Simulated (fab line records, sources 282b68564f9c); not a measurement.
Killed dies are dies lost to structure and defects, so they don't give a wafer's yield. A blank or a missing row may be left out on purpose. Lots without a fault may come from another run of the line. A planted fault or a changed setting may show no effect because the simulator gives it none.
Split-lot experiment | flow rit_cmos | 5 lots, 23 wafers read, on a route of 202 steps

THE SPLIT
At RIT_ACTIVE_DEVELOP_10 (develop time 50 s), the setting develop_time_s was moved away from the recipe's 50 s on 4 of the 23 wafers read, by +4.6% to +9.8%. The other wafers ran this setting at the recipe's value.

FROM THE SPLIT TO THE READING: what the file shows between them, 4 steps
- RIT_ACTIVE_CD_MEAS_11: target cd 1400 nm
- RIT_ACTIVE_HARDBAKE_12: time 60 s
- RIT_ACTIVE_ETCH_13: etches Si3N4 in SF6, stops on SiO2, time 210 s, target depth 210 nm
- RIT_ACTIVE_STRIP_14: strips in O2, time 180 s

THE READING
cd_nm, in nm, at RIT_ACTIVE_CD_MEAS_90 (target cd 1400 nm). Fault-free wafers of this fab line usually give 1398.7 nm, standard deviation 2.5 nm.

wafer  | tool, chamber at the split | develop_time_s as run, s | against the recipe | cd_nm, nm | against lot-mates on the recipe
L074.1 | litho_track-03, 0          | 50                       | recipe             | 1398.0    | -
L074.2 | litho_track-03, 0          | 52.3                     | +4.6%              | 1394.9    | -4.5
L074.3 | litho_track-03, 0          | 52.3                     | +4.6%              | 1394.8    | -4.6
L074.5 | litho_track-03, 0          | 50                       | recipe             | 1400.1    | -
L074.6 | litho_track-03, 0          | 50                       | recipe             | 1400.2    | -
L077.1 | litho_track-03, 0          | 50                       | recipe             | 1399.3    | -
L077.3 | litho_track-03, 0          | 50                       | recipe             | 1400.1    | -
L077.4 | litho_track-03, 0          | 50                       | recipe             | 1401.4    | -
L077.5 | litho_track-03, 0          | 50                       | recipe             | 1399.4    | -
L077.6 | litho_track-03, 0          | 50                       | recipe             | 1398.8    | -
L078.2 | litho_track-01, 0          | 50                       | recipe             | 1398.4    | -
L078.3 | litho_track-01, 0          | 50                       | recipe             | 1399.8    | -
L078.4 | litho_track-01, 0          | 50                       | recipe             | 1399.7    | -
L082.1 | litho_track-03, 0          | 50                       | recipe             | 1401.4    | -
L082.2 | litho_track-03, 0          | 50                       | recipe             | 1401.7    | -
L082.4 | litho_track-03, 0          | 50                       | recipe             | 1402.1    | -
L082.5 | litho_track-03, 0          | 50                       | recipe             | 1400.9    | -
L082.6 | litho_track-03, 0          | 50                       | recipe             | 1400.6    | -
L084.1 | litho_track-03, 0          | 50                       | recipe             | 1395.1    | -
L084.2 | litho_track-03, 0          | 50                       | recipe             | 1396.9    | -
L084.3 | litho_track-03, 0          | 50                       | recipe             | 1392.2    | -
L084.4 | litho_track-03, 0          | 54.91                    | +9.8%              | 1386.3    | -8.4
L084.5 | litho_track-03, 0          | 54.91                    | +9.8%              | 1384.0    | -10.7

THE FIT
A straight line over all 23 wafers: cd_nm changes by -1.36 nm for each +1% of develop_time_s; r = -0.87; the points scatter about the line by 2.4 nm.
The same after taking each lot's own level away (the mean of its wafers on the recipe; 23 wafers): -0.979 nm for each +1%; r = -0.94; scatter 1.1 nm.
On that fit, the largest move of develop_time_s shifts the reading by 9.6 nm.
The lots' own levels span 1394.73 to 1401.34 nm, that is 2.6 times the standard deviation above.
So the lot-to-lot level changes the slope: the two fits differ.
Check: with one of the wafers moved furthest among these (+9.8%) left out of the fit, the line predicts -10.4 nm for it against its lot-mates. It came out at -8.43 nm against them.

OTHER SPLITS ON THESE WAFERS
These wafers also went through other splits before the reading. Each is held against what the fit with the lots' levels taken away leaves over:
other split on the same wafers | wafers away from the commonest value | r with cd_nm (lot level and that fit taken away)
RIT_ACTIVE_CVD_03 temp_c       | 10                                   | +0.00

THE WHOLE CHAIN: every reading that the file lists as answering this split, in the file's order
step                  | what it does                                                        | reading                                                       | change (the file's fit)               | r (the file's)
RIT_ACTIVE_CD_MEAS_11 | target cd 1400 nm                                                   | cd_nm                                                         | -0.965 nm for each +1% of the setting | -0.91
RIT_ACTIVE_ETCH_13    | etches Si3N4 in SF6, stops on SiO2, time 210 s, target depth 210 nm | ACTIVE.cd_nm (the simulator's own value, which no gauge read) | -0.969 nm for each +1% of the setting | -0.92
RIT_ACTIVE_CD_MEAS_90 | target cd 1400 nm                                                   | cd_nm                                                         | -0.982 nm for each +1% of the setting | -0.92

THE FILE'S OWN FIT
cd_nm changes by -0.982 nm for each +1% of develop_time_s, r = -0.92.
